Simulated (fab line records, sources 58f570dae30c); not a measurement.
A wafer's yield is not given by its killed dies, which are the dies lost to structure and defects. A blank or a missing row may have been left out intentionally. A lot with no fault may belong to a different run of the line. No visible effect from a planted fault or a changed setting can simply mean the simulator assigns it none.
Code-filled problem report in 8D (eight disciplines) form -- flow berkeley cmos170 -- the parts of the form that need people (team, actions taken, sign-off) are left out

== 1. WHAT IS WRONG ==
Mean NSD_OVL at UCB170_NSD_OVL_MEAS_07: -162 nm over 12 wafers in 4 lots; fault-free wafers: -1 nm, standard deviation 4.8. Measured from the usual mean, that is -34 standard deviations.
First observed at day 11 00:55: wafer L341.1, on overlay-02. The record has a number at this step for 48 wafers belonging to 16 lots. The rule behind "out" and "out of limits": a value lying over 4 standard deviations away from the usual mean. All remaining wafers that have a number are taken as sound.

== 2. WHAT IT IS, AND WHAT IT ISN'T ==
question,is,is not
which readings at this step,NSD_OVL,-
which lots,"L341, L342, L344, L346","L327, L329, L330, L333, L334, L335, L336, L337, L340, L343, L345, L349"
which wafers of those lots,all that have a number,-
read on which gauges,"overlay-01, overlay-02",-
when,from day 11 00:55,"up to then (30 sound wafers); but 6 sound wafers of L345, L349 came after"

== 3. THE SUSPECTS, EACH WITH WHAT RULES IT OUT ==
Counting: a tool stays on the suspect list if, at a process step up to the reading, it processed all lots that are out and no sound lot following the first of them.
- the gauge at UCB170_NSD_OVL_MEAS_07 is ruled out. The wafers that are out were read on 2 gauges (overlay-01, overlay-02).
- krf scanner-02 at UCB170_NSD_EXPOSE_03 (exposes mask NSELECT MOD, target cd 1200 nm): kept. It processed each lot that is out, first L341 at day 11 00:14, and no sound lot thereafter; up to then, the last sound lot it processed was L343 at day 11 00:00.
After counting, what remains is krf scanner-02 at UCB170_NSD_EXPOSE_03.

== 4. THE CAUSE (what the simulator had put in) ==
Scanner matching overlay: krf scanner-02, from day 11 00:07 on, at UCB170_NSD_EXPOSE_03. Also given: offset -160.
The count eliminated every tool but this one.

== 5. THE CHAIN OF EFFECTS, in route order ==
Each row: a reading whose mean over the struck wafers that have a number lies more than 3 standard deviations from the usual. Scope: only readings with a usual standard deviation given in the record; hours: median across lots of the time from each lot's start at the first step in this table that gives one to its start at this step; sigmas: change in usual standard deviations.
hours,step,reading,usual,on struck wafers,change,sigmas
0,UCB170_NSD_OVL_MEAS_07,NSD_OVL,-1 nm,-162,-161,-34

== 6. HOW IT WOULD HAVE BEEN CAUGHT EARLIER ==
In this record the first reading out of limits at a measuring or inspecting step was taken at day 11 00:55, 1 hour after the fault began at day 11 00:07.
Among the 4 lots that are out, L344, L346 began UCB170_NSD_EXPOSE_03 on krf scanner-02 after day 11 00:55. A hold on the tool at that time would have spared those 2.
